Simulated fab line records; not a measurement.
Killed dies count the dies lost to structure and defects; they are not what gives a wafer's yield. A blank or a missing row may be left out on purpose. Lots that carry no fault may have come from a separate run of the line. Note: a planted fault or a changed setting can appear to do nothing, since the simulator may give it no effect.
The tool behind it: which one? | flow berkeley_cmos170 | Sampling: 14 lots, 42 wafers, 4 of 331 route steps

## WHAT THE GAUGES SHOWED, per wafer
UCB170_M1_CD_MEAS_09 targets a cd of 700 nm. Usual: cd_nm at 700.5 nm, with a standard deviation of 1.3.
lot  | measured     | on        | cd_nm (nm)        | flag
L625 | day 8 18:18  | cd_sem-01 | 701.4 704.0 702.0 |
L622 | day 8 19:19  | cd_sem-02 | 701.0 700.9 702.7 |
L623 | day 8 20:16  | cd_sem-01 | 699.6 701.9 702.3 |
L626 | day 9 12:04  | cd_sem-01 | 701.3 699.1 700.7 |
L632 | day 10 05:51 | cd_sem-02 | 701.9 700.8 699.7 |
L630 | day 10 07:15 | cd_sem-02 | 703.2 700.6 701.6 |
L634 | day 10 23:58 | cd_sem-02 | 700.8 700.7 701.6 |
L633 | day 11 00:15 | cd_sem-01 | 703.3 702.9 702.8 |
L635 | day 11 07:19 | cd_sem-02 | 697.6 697.3 699.0 |
L637 | day 11 23:32 | cd_sem-02 | 698.9 699.4 698.5 |
L638 | day 11 23:56 | cd_sem-01 | 700.5 699.1 699.7 |
L642 | day 12 13:07 | cd_sem-02 | 702.0 700.7 701.6 |
L643 | day 12 13:55 | cd_sem-02 | 700.7 699.9 701.2 |
L644 | day 12 16:32 | cd_sem-01 | 700.8 702.7 701.1 |

UCB170_M3_CD_MEAS_15 targets a cd of 700 nm. Usual: cd_nm at 699.8 nm, with a standard deviation of 1.4.
lot  | measured     | on        | cd_nm (nm)        | flag
L625 | day 9 08:56  | cd_sem-02 | 698.8 699.1 698.9 |
L622 | day 9 10:39  | cd_sem-01 | 697.9 697.6 698.5 |
L623 | day 9 11:04  | cd_sem-01 | 697.9 698.5 698.4 |
L626 | day 10 00:01 | cd_sem-02 | 699.7 700.5 700.6 |
L634 | day 11 16:59 | cd_sem-02 | 698.2 699.4 698.3 |
L633 | day 11 16:16 | cd_sem-02 | 698.1 699.9 699.5 |
L635 | day 11 20:01 | cd_sem-01 | 698.4 698.5 698.1 |
L637 | day 12 12:55 | cd_sem-02 | 701.0 701.6 701.8 |
L638 | day 12 13:22 | cd_sem-02 | 701.1 700.0 701.1 |
L642 | day 13 05:50 | cd_sem-02 | 698.9 699.6 699.5 |
L643 | day 13 06:07 | cd_sem-01 | 700.5 700.3 700.2 |
L644 | day 13 06:35 | cd_sem-02 | 700.3 701.1 701.1 |

## TOOL THAT RAN EACH LOT (tool first, then ch and the chambers of the sampled wafers, then the start)
lot  | UCB170_CONTACT_STRIP_19              | UCB170_V2_STRIP_15
L625 | plasma_asher-03 ch 0,1, day 8 16:50  | plasma_asher-02 ch 0,1, day 9 06:17
L622 | plasma_asher-04 ch 0,1, day 8 17:41  | plasma_asher-04 ch 0,1, day 9 08:18
L623 | plasma_asher-02 ch 0,1, day 8 18:47  | plasma_asher-04 ch 0,1, day 9 08:49
L626 | plasma_asher-03 ch 0,1, day 9 10:23  | plasma_asher-03 ch 0,1, day 9 21:41
L632 | plasma_asher-04 ch 0,1, day 10 04:02 | plasma_asher-04 ch 0,1, day 10 20:19
L630 | plasma_asher-02 ch 0,1, day 10 05:10 | plasma_asher-04 ch 0,1, day 10 19:47
L634 | plasma_asher-03 ch 0,1, day 10 22:22 | plasma_asher-03 ch 0,1, day 11 14:11
L633 | plasma_asher-02 ch 0, day 10 22:33   | plasma_asher-04 ch 0, day 11 14:01
L635 | plasma_asher-02 ch 0,1, day 11 05:17 | plasma_asher-02 ch 0,1, day 11 17:34
L637 | plasma_asher-04 ch 0,1, day 11 21:26 | plasma_asher-02 ch 0,1, day 12 10:35
L638 | plasma_asher-02 ch 0,1, day 11 21:58 | plasma_asher-04 ch 0,1, day 12 11:09
L642 | plasma_asher-03 ch 0,1, day 12 11:16 | plasma_asher-02 ch 0,1, day 13 02:05
L643 | plasma_asher-04 ch 0, day 12 12:24   | plasma_asher-03 ch 0,1, day 13 02:35
L644 | plasma_asher-04 ch 0,1, day 12 14:29 | plasma_asher-04 ch 0,1, day 13 03:40
- UCB170_CONTACT_STRIP_19: strips in O2.
- UCB170_V2_STRIP_15: strips in O2.

## WHAT THE TOOLS THEMSELVES READ (means of the sampled wafers that have a number; where no wafer has one, the mark that the record gives instead)
UCB170_CONTACT_STRIP_19. Usual: chamber_pressure_mTorr 3500 mTorr, standard deviation 3.4; drypump_motor_current_A 5.8 A, standard deviation 0.31; oes_product_au 0.726 a.u., standard deviation 0.0042.
lot  | tool            | chamber_pressure_mTorr (mTorr) | drypump_motor_current_A (A) | oes_product_au (a.u.) | flag
L625 | plasma_asher-03 | 3500                           | 5.9                         | 0.724                 |
L622 | plasma_asher-04 | 3502                           | 5.8                         | 0.726                 |
L623 | plasma_asher-02 | 3502                           | 5.7                         | 0.725                 |
L626 | plasma_asher-03 | 3501                           | 5.9                         | 0.723                 |
L632 | plasma_asher-04 | 3499                           | 5.5                         | 0.726                 |
L630 | plasma_asher-02 | 3497                           | 5.9                         | 0.726                 |
L634 | plasma_asher-03 | 3498                           | 6.0                         | 0.731                 |
L633 | plasma_asher-02 | 3501                           | 5.6                         | 0.729                 |
L635 | plasma_asher-02 | 3501                           | 5.7                         | 0.727                 |
L637 | plasma_asher-04 | 3500                           | 5.7                         | 0.729                 |
L638 | plasma_asher-02 | 3502                           | 5.9                         | 0.724                 |
L642 | plasma_asher-03 | 3503                           | 6.0                         | 0.726                 |
L643 | plasma_asher-04 | 3498                           | 6.0                         | 0.722                 |
L644 | plasma_asher-04 | 3501                           | 5.5                         | 0.724                 |

UCB170_V2_STRIP_15. Usual: chamber_pressure_mTorr 3500 mTorr, standard deviation 3.1; drypump_motor_current_A 5.8 A, standard deviation 0.33; oes_product_au 0.722 a.u., standard deviation 0.0044; strip_time_to_endpoint_s 15.28 s, standard deviation 0.12.
lot  | tool            | chamber_pressure_mTorr (mTorr) | drypump_motor_current_A (A) | oes_product_au (a.u.) | strip_time_to_endpoint_s (s) | flag
L625 | plasma_asher-02 | 3500                           | 5.9                         | 0.723                 | 15.40                        |
L622 | plasma_asher-04 | 3498                           | 5.5                         | 0.723                 | 15.30                        |
L623 | plasma_asher-04 | 3497                           | 5.5                         | 0.722                 | 15.30                        |
L626 | plasma_asher-03 | 3501                           | 6.0                         | 0.728                 | 15.17                        |
L632 | plasma_asher-04 | -                              | -                           | -                     | -                            | OFF
L630 | plasma_asher-04 | -                              | -                           | -                     | -                            | OFF
L634 | plasma_asher-03 | 3501                           | 5.9                         | 0.723                 | 15.21                        |
L633 | plasma_asher-04 | 3499                           | 6.0                         | 0.715                 | 15.27                        |
L635 | plasma_asher-02 | 3499                           | 5.7                         | 0.723                 | 15.16                        |
L637 | plasma_asher-02 | 3501                           | 5.7                         | 0.719                 | 15.33                        |
L638 | plasma_asher-04 | 3498                           | 5.7                         | 0.719                 | 15.27                        |
L642 | plasma_asher-02 | 3497                           | 5.7                         | 0.723                 | 15.21                        |
L643 | plasma_asher-03 | 3501                           | 6.0                         | 0.720                 | 15.44                        |
L644 | plasma_asher-04 | 3496                           | 5.7                         | 0.721                 | 15.25                        |

## THE ANSWER, worked out from the rows above alone
Rule: a lot counts as off when the mean over its wafers that have a number is more than 3 standard deviations away from the usual mean. Also off: a lot with no number at a reading for which 4 or more lots have one. The other lots that the step has rows for count as sound. First the gauges in route order, then the tools' own readings, where a lot's mean is used as printed above. At the first step where some lot is off, the reading lying furthest off is the one used; lots without a number count as furthest.
Off, at UCB170_V2_STRIP_15 on chamber_pressure_mTorr: L632, L630. Without a number there: L632, L630.
If a tool, at that step or one of the process steps before it, ran each lot that is off and ran no sound lot following the first of them, it fits. No candidate that was tried fits.

## WHAT HAD BEEN PUT IN BY THE SIMULATOR
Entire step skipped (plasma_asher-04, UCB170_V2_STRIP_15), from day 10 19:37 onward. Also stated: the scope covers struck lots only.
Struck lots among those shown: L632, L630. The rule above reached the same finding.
